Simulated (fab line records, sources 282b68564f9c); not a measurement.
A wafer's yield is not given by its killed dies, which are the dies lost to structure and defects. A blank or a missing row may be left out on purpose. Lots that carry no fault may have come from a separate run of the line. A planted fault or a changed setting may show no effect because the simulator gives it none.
Which tool is to blame?	flow rit-cmos	42 wafers from 14 lots sampled at 5 of the route's 202 steps

## WHAT THE GAUGES SHOWED, per wafer
RIT_FOX1_THK_MEAS_01. Usual: FOX1_OXIDE_THK 353 nm, standard deviation 5.9.
lot	measured	on	FOX1_OXIDE_THK (nm)	flag
L986	day 1 23:45	film-metro-01	341 334 344	
L987	day 2 03:38	film-metro-02	360 355 357	
L988	day 2 11:56	film-metro-02	348 351 352	
L991	day 3 00:59	film-metro-01	347 353 348	
L992	day 3 06:47	film-metro-02	344 350 347	
L993	day 3 12:06	film-metro-01	357 354 357	
L996	day 4 00:18	film-metro-02	312 309 309	OFF
L998	day 4 14:11	film-metro-01	306 304 307	OFF
L999	day 4 20:31	film-metro-01	355 348 353	
L102	day 5 12:56	film-metro-03	362 361 359	
L103	day 5 12:56	film-metro-02	356 358 355	
L104	day 5 18:06	film-metro-01	347 347 351	
L105	day 6 00:49	film-metro-03	353 352 349	
L107	day 6 07:55	film-metro-03	356 361 360	

RIT_FOX2_THK_MEAS_90. Usual: FIELD_OXIDE_LEFT_1_THK 326 nm, standard deviation 6.3.
lot	measured	on	FIELD_OXIDE_LEFT_1_THK (nm)	flag
L986	day 2 02:10	film-metro-04	321 324 321	
L987	day 2 06:01	film-metro-03	328 334 329	
L988	day 2 17:12	film-metro-02	323 321 323	
L991	day 3 05:10	film-metro-03	316 315 319	
L992	day 3 10:19	film-metro-02	319 322 322	
L993	day 3 14:28	film-metro-04	332 336 337	
L996	day 4 04:04	film-metro-02	340 336 338	
L998	day 4 18:54	film-metro-02	321 315 317	
L999	day 4 22:53	film-metro-04	322 320 323	
L102	day 5 17:41	film-metro-04	331 331 334	
L103	day 5 17:40	film-metro-02	323 325 323	
L104	day 5 21:34	film-metro-03	332 330 326	
L105	day 6 04:56	film-metro-03	330 325 331	
L107	day 6 10:19	film-metro-03	323 326 324	

RIT_M1_THK_MEAS_02: measures by xrf. Usual: M1_AL_THK 389 nm, standard deviation 5.2.
lot	measured	on	M1_AL_THK (nm)	flag
L986	day 3 17:56	film-metro-04	400 390 394	
L987	day 3 22:17	film-metro-04	387 398 395	
L988	day 4 06:08	film-metro-04	395 398 392	
L991	day 4 22:37	film-metro-04	400 393 389	
L992	day 5 01:20	film-metro-04	383 388 383	
L993	day 5 02:20	film-metro-01	386 381 381	
L996	day 5 16:50	film-metro-01	386 389 387	
L998	day 6 08:25	film-metro-02	388 387 385	
L999	day 6 19:54	film-metro-01	386 390 383	
L102	day 7 04:53	film-metro-02	381 388 383	
L103	day 7 07:42	film-metro-04	391 387 392	
L104	day 7 11:10	film-metro-02	387 391 388	
L105	day 7 15:52	film-metro-01	386 397 388	
L107	day 7 23:07	film-metro-01	387 393 383	

## TOOL THAT RAN EACH LOT (tool first, then ch and the chambers of the sampled wafers, then the start)
lot	RIT_FOX1_OXIDATION_00	RIT_SILICIDE_RTA_04
L986	furnace-04 ch 0, day 1 22:26	rtp-anneal-02 ch 0, day 3 14:49
L987	furnace-03 ch 0, day 2 02:18	rtp-anneal-01 ch 0, day 3 19:28
L988	furnace-04 ch 0, day 2 10:36	rtp-anneal-02 ch 0, day 4 03:15
L991	furnace-04 ch 0, day 2 23:40	rtp-anneal-01 ch 0, day 4 19:38
L992	furnace-04 ch 0, day 3 05:28	rtp-anneal-02 ch 0, day 4 22:23
L993	furnace-03 ch 0, day 3 10:47	rtp-anneal-01 ch 0, day 4 23:31
L996	furnace-03 ch 0, day 3 22:59	rtp-anneal-02 ch 0, day 5 13:46
L998	furnace-03 ch 0, day 4 12:52	rtp-anneal-02 ch 0, day 6 05:26
L999	furnace-04 ch 0, day 4 19:12	rtp-anneal-02 ch 0, day 6 17:05
L102	furnace-04 ch 0, day 5 11:36	rtp-anneal-02 ch 0, day 7 01:44
L103	furnace-04 ch 0, day 5 11:36	rtp-anneal-01 ch 0, day 7 04:48
L104	furnace-04 ch 0, day 5 16:47	rtp-anneal-02 ch 0, day 7 07:38
L105	furnace-04 ch 0, day 5 23:29	rtp-anneal-01 ch 0, day 7 12:58
L107	furnace-04 ch 0, day 6 06:37	rtp-anneal-01 ch 0, day 7 19:52
- RIT_FOX1_OXIDATION_00: target thk 350.7 nm, ox time 1130 s.
- RIT_SILICIDE_RTA_04: time 10 s, ramp up 5 s, ramp down 5 s.

## AS READ BY THE TOOLS THEMSELVES (means over the sampled wafers that have a number; for cases with no such wafer, the mark the record gives instead)
RIT_SILICIDE_RTA_04. Usual: 652.3 for wafer_temp_C_max, sd 0.51.
lot	tool	wafer_temp_C_max	flag
L986	rtp-anneal-02	651.8	
L987	rtp-anneal-01	651.8	
L988	rtp-anneal-02	651.9	
L991	rtp-anneal-01	652.1	
L992	rtp-anneal-02	652.0	
L993	rtp-anneal-01	652.3	
L996	rtp-anneal-02	652.7	
L998	rtp-anneal-02	652.5	
L999	rtp-anneal-02	652.5	
L102	rtp-anneal-02	652.6	
L103	rtp-anneal-01	652.3	
L104	rtp-anneal-02	652.1	
L105	rtp-anneal-01	652.2	
L107	rtp-anneal-01	651.8	

## THE ANSWER, worked out from the rows above alone
Rule: a lot is off if the mean of its wafers that have a number lies more than 3 standard deviations from the usual mean. A lot without any number at a reading at which 4 lots or more have one is off too. The other lots that the step has rows for count as sound. First the gauges in route order, then the tools' own readings, where a lot's mean is used as printed above. At the first step where some lot is off, the reading lying furthest off is the one used; lots without a number count as furthest.
Off: at RIT_FOX1_THK_MEAS_01 (FOX1_OXIDE_THK), L996, L998.
A tool fits if, at a process step before that reading, it ran every lot that is off, and no sound lot after the first of them. Those tools and the gauges at RIT_FOX1_THK_MEAS_01 are tried in the same way. One candidate fits, namely furnace-03 at RIT_FOX1_OXIDATION_00. Its last sound lot is L993 (day 3 10:47), its first lot that is off L996 (day 3 22:59): a fault that began between those two fits.

## WHAT WAS PUT IN BY THE SIMULATOR
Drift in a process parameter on furnace-03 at RIT_FOX1_OXIDATION_00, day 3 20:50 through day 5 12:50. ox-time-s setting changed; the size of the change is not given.
Struck lots among those shown: L996, L998. The rule above found the same.
